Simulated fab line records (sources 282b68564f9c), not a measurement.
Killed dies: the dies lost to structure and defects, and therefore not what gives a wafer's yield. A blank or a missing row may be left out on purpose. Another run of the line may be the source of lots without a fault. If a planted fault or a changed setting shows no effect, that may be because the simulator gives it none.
Which of the tools did it? | flow rit cmos | Sampling: 13 lots, 39 wafers, 2 of 202 route steps

WHAT THE GAUGES SHOWED, per wafer
The record lacks any reading of a measuring or inspecting step that a usual standard deviation could be used to judge.

WHAT TOOL EACH LOT RAN ON (gives the tool, then ch and the chambers of the sampled wafers, and finally the start)
lot  | RIT_GATE_ETCH_19                | RIT_M1_PROBE_99
L349 | rie si-02 ch 0,1,3, day 2 16:14 | prober-02, day 3 12:46
L350 | rie si-01 ch 0,1,3, day 2 22:29 | prober-01, day 3 19:29
L351 | rie si-02 ch 0,2,3, day 3 05:55 | prober-02, day 4 01:47
L352 | rie si-01 ch 0,1,3, day 3 08:40 | prober-01, day 4 05:00
L357 | rie si-02 ch 1,2,3, day 4 08:38 | prober-01, day 5 07:42
L359 | rie si-02 ch 0,2,3, day 4 21:53 | prober-02, day 5 17:59
L361 | rie si-02 ch 0,2,3, day 5 04:57 | prober-01, day 6 04:13
L362 | rie si-01 ch 0,1,3, day 5 12:11 | prober-02, day 6 08:43
L364 | rie si-01 ch 0,1,2, day 5 17:14 | prober-02, day 6 14:13
L366 | rie si-01 ch 0,1, day 6 05:36   | prober-02, day 7 02:36
L368 | rie si-01 ch 0,2,3, day 6 13:18 | prober-02, day 7 12:07
L370 | rie si-01 ch 0,2, day 6 23:32   | prober-02, day 7 20:22
L372 | rie si-01 ch 0,1, day 7 09:35   | prober-02, day 8 07:41
- RIT_GATE_ETCH_19: etches poly-Si in SF6/CHF3/O2, stops on SiO2, time 165 s, target depth 312.5 nm.
- RIT_M1_PROBE_99

AS READ BY THE TOOLS THEMSELVES (means over the sampled wafers that have a number; for cases with no such wafer, the mark the record gives instead)
RIT_GATE_ETCH_19. Usual: SF6_flow_sccm 30.00 sccm, standard deviation 0.092; chamber pressure mTorr 40.00 mTorr, standard deviation 0.033; drypump motor current A 5.8 A, standard deviation 0.34; oes product au 0.850 a.u., standard deviation 0.013; rf fwd power W 159.3 W, standard deviation 0.49; throttle valve pct 10.25 %, standard deviation 0.13.
lot  | tool      | SF6_flow_sccm (sccm) | chamber pressure mTorr (mTorr) | drypump motor current A (A) | oes product au (a.u.) | rf fwd power W (W) | throttle valve pct (%) | flag
L349 | rie si-02 | 29.99                | 40.03                          | 5.8                         | 0.849                 | 159.2              | 10.27                  |
L350 | rie si-01 | 29.93                | 40.02                          | 5.8                         | 0.848                 | 159.6              | 10.28                  |
L351 | rie si-02 | 30.06                | 40.00                          | 5.8                         | 0.849                 | 159.2              | 10.30                  |
L352 | rie si-01 | 30.08                | 40.02                          | 5.7                         | 0.840                 | 159.2              | 10.29                  |
L357 | rie si-02 | 30.01                | 39.96                          | 5.8                         | 0.850                 | 159.6              | 10.23                  |
L359 | rie si-02 | 29.93                | 40.00                          | 5.8                         | 0.852                 | 180.6              | 10.30                  | OFF
L361 | rie si-02 | 30.00                | 39.99                          | 5.8                         | 0.849                 | 181.1              | 10.30                  | OFF
L362 | rie si-01 | 30.03                | 39.96                          | 5.8                         | 0.839                 | 159.3              | 10.28                  |
L364 | rie si-01 | 29.93                | 40.03                          | 5.9                         | 0.842                 | 158.9              | 10.23                  |
L366 | rie si-01 | 30.05                | 39.98                          | 6.1                         | 0.850                 | 158.6              | 10.28                  |
L368 | rie si-01 | 30.09                | 40.03                          | 5.5                         | 0.845                 | 158.9              | 10.25                  |
L370 | rie si-01 | 30.02                | 40.03                          | 5.7                         | 0.854                 | 158.9              | 10.20                  |
L372 | rie si-01 | 29.93                | 40.01                          | 6.1                         | 0.852                 | 159.0              | 10.28                  |

RIT_M1_PROBE_99. Usual: killed_at_M0_to_M3 0.0, standard deviation 0.12; killed at contacts 0.1, standard deviation 0.34; killed at front end 7.0, standard deviation 2.9; killed dies 7.2, standard deviation 2.9; killed open 3.6, standard deviation 1.9; killed short 3.5, standard deviation 2.1.
lot  | tool      | killed_at_M0_to_M3 | killed at contacts | killed at front end | killed dies | killed open | killed short | flag
L349 | prober-02 | 0.0                | 0.0                | 9.0                 | 9.0         | 4.0         | 5.0          |
L350 | prober-01 | 0.0                | 0.0                | 7.7                 | 7.7         | 4.3         | 3.3          |
L351 | prober-02 | 0.0                | 0.0                | 7.0                 | 7.0         | 4.7         | 2.3          |
L352 | prober-01 | 0.0                | 0.0                | 10.3                | 10.3        | 4.7         | 5.3          |
L357 | prober-01 | 0.0                | 0.0                | 7.7                 | 7.7         | 4.7         | 3.0          |
L359 | prober-02 | 0.0                | 0.3                | 9.3                 | 9.7         | 4.3         | 5.0          |
L361 | prober-01 | 0.0                | 0.0                | 6.7                 | 6.7         | 4.0         | 2.7          |
L362 | prober-02 | 0.0                | 0.0                | 5.7                 | 5.7         | 4.7         | 1.0          |
L364 | prober-02 | 0.0                | 0.0                | 6.3                 | 6.3         | 3.3         | 3.0          |
L366 | prober-02 | 0.0                | 0.0                | 6.3                 | 6.3         | 1.7         | 4.7          |
L368 | prober-02 | 0.3                | 0.0                | 8.7                 | 9.0         | 4.3         | 4.3          |
L370 | prober-02 | 0.0                | 0.3                | 3.3                 | 3.7         | 1.3         | 2.3          |
L372 | prober-02 | 0.0                | 0.3                | 12.0                | 12.3        | 5.0         | 7.3          |

THE ANSWER, worked out from the rows above alone
Rule: lot off if the mean of its wafers having a number is beyond 3 standard deviations from the usual mean. A lot without any number at a reading at which 4 lots or more have one is off too. Any other lot the step has rows for is counted as sound. First the gauges in route order, then the tools' own readings, where a lot's mean is used as printed above. The first step at which some lot is off is used, and at that step the reading that is off furthest; a lot without a number counts as furthest.
Off, at RIT_GATE_ETCH_19 on rf fwd power W: L359, L361.
If a tool, at that step or one of the process steps before it, ran each lot that is off and ran no sound lot following the first of them, it fits. One fits: RIT_GATE_ETCH_19 on rie si-02. Its last sound lot is L357 (day 4 08:38), its first lot that is off L359 (day 4 21:53): a fault that began between those two fits.
The tool's own readings at RIT_GATE_ETCH_19 bear it out: on the lots that are off they differ by more than 5 times the standard deviation of the sound lots' means. rf fwd power W reads 180.8 W there against 159.1 W on the sound lots.

WHAT THE SIMULATOR HAD PUT IN
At RIT_GATE_ETCH_19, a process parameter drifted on rie si-02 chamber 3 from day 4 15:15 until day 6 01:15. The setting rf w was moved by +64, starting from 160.
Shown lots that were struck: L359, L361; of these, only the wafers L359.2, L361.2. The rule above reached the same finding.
